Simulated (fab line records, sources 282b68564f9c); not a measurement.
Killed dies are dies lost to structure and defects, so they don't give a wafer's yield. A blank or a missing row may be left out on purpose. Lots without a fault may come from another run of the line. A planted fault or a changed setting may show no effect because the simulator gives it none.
Split-lot experiment | flow rit_cmos | 5 lots, 23 wafers read, on a route of 202 steps

THE SPLIT
At RIT_PRETRO_COAT_01 (resist thk 1300 nm), the setting resist_thk_nm was moved away from the recipe's 1300 nm on 10 of the 23 wafers read, by -5.8% to -2.4%. The other wafers ran this setting at the recipe's value.

FROM THE SPLIT TO THE READING: what the file shows between them, 4 steps
- RIT_PRETRO_SOFTBAKE_02: time 60 s (also split here: time_s)
- RIT_PRETRO_EXPOSE_03: exposes mask M5, target cd 43700 nm
- RIT_PRETRO_PEB_04
- RIT_PRETRO_DEVELOP_05: develop time 68 s

THE READING
NOVOLAK_of_PRETRO_COAT_01.thk_nm (the simulator's own value, which no gauge read), in nm, at RIT_PRETRO_HARDBAKE_07 (time 120 s). The file gives no usual value for it. The 13 wafers here that ran the recipe average 1139 nm, standard deviation 2.8 nm.

wafer  | tool, chamber at the split | resist_thk_nm as run, nm | against the recipe | NOVOLAK_of_PRETRO_COAT_01.thk_nm, nm | against lot-mates on the recipe
L074.2 | litho_track-02, 0          | 1300                     | recipe             | 1138                                 | -
L074.4 | litho_track-02, 0          | 1300                     | recipe             | 1138                                 | -
L074.6 | litho_track-02, 0          | 1300                     | recipe             | 1136                                 | -
L077.1 | litho_track-01, 0          | 1300                     | recipe             | 1138                                 | -
L077.3 | litho_track-01, 0          | 1300                     | recipe             | 1138                                 | -
L077.4 | litho_track-01, 0          | 1225                     | -5.8%              | 1072                                 | -67
L077.5 | litho_track-01, 0          | 1300                     | recipe             | 1141                                 | -
L077.6 | litho_track-01, 0          | 1225                     | -5.8%              | 1074                                 | -65
L078.1 | litho_track-03, 0          | 1300                     | recipe             | 1143                                 | -
L078.2 | litho_track-03, 0          | 1229                     | -5.5%              | 1080                                 | -60
L078.3 | litho_track-03, 0          | 1300                     | recipe             | 1140                                 | -
L078.4 | litho_track-03, 0          | 1229                     | -5.5%              | 1075                                 | -65
L078.5 | litho_track-03, 0          | 1300                     | recipe             | 1138                                 | -
L080.2 | litho_track-02, 0          | 1300                     | recipe             | 1138                                 | -
L080.3 | litho_track-02, 0          | 1300                     | recipe             | 1135                                 | -
L080.4 | litho_track-02, 0          | 1269                     | -2.4%              | 1111                                 | -26
L080.5 | litho_track-02, 0          | 1269                     | -2.4%              | 1112                                 | -24
L080.6 | litho_track-02, 0          | 1269                     | -2.4%              | 1109                                 | -28
L081.1 | litho_track-02, 0          | 1269                     | -2.4%              | 1114                                 | -30
L081.2 | litho_track-02, 0          | 1300                     | recipe             | 1144                                 | -
L081.3 | litho_track-02, 0          | 1300                     | recipe             | 1144                                 | -
L081.4 | litho_track-02, 0          | 1269                     | -2.4%              | 1115                                 | -29
L081.5 | litho_track-02, 0          | 1269                     | -2.4%              | 1119                                 | -25

THE FIT
A straight line over all 23 wafers: NOVOLAK_of_PRETRO_COAT_01.thk_nm changes by +11.4 nm for each +1% of resist_thk_nm; r = +0.99; the points scatter about the line by 3 nm.
The same after taking each lot's own level away (the mean of its wafers on the recipe; 23 wafers): +11.5 nm for each +1%; r = +1.00; scatter 1.8 nm.
On that fit, the largest move of resist_thk_nm shifts the reading by 66 nm.
The lots' own levels span 1136.5 to 1144.0 nm, that is 2.7 times the standard deviation above.
So the lot-to-lot level changes the slope little: the two slopes agree.
Check: with one of the wafers moved furthest among these (-5.8%) left out of the fit, the line predicts -65.7 nm for it against its lot-mates. It came out at -67 nm against them.

OTHER SPLITS ON THESE WAFERS
These wafers also went through other splits before the reading. Each is held against what the fit with the lots' levels taken away leaves over:
other split on the same wafers | wafers away from the commonest value | r with NOVOLAK_of_PRETRO_COAT_01.thk_nm (lot level and that fit taken away)
RIT_ACTIVE_OXIDATION_01 temp_c | 15                                   | -0.03
RIT_NWELL_IMPLANT_08 dose_cm2  | 12                                   | -0.42
RIT_PWELL_HARDBAKE_07 temp_c   | 5                                    | +0.50
RIT_PRETRO_SOFTBAKE_02 time_s  | 7                                    | +0.00

THE WHOLE CHAIN: every reading that the file lists as answering this split, in the file's order
step                   | what it does       | reading                                                                           | change (the file's fit)              | r (the file's)
RIT_PRETRO_COAT_01     | resist thk 1300 nm | NOVOLAK_of_PRETRO_COAT_01.thk_nm (the simulator's own value, which no gauge read) | +13.3 nm for each +1% of the setting | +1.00
RIT_PRETRO_HARDBAKE_07 | time 120 s         | NOVOLAK_of_PRETRO_COAT_01.thk_nm (the simulator's own value, which no gauge read) | +11.4 nm for each +1% of the setting | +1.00

THE FILE'S OWN FIT
NOVOLAK_of_PRETRO_COAT_01.thk_nm changes by +11.4 nm for each +1% of resist_thk_nm, r = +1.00.
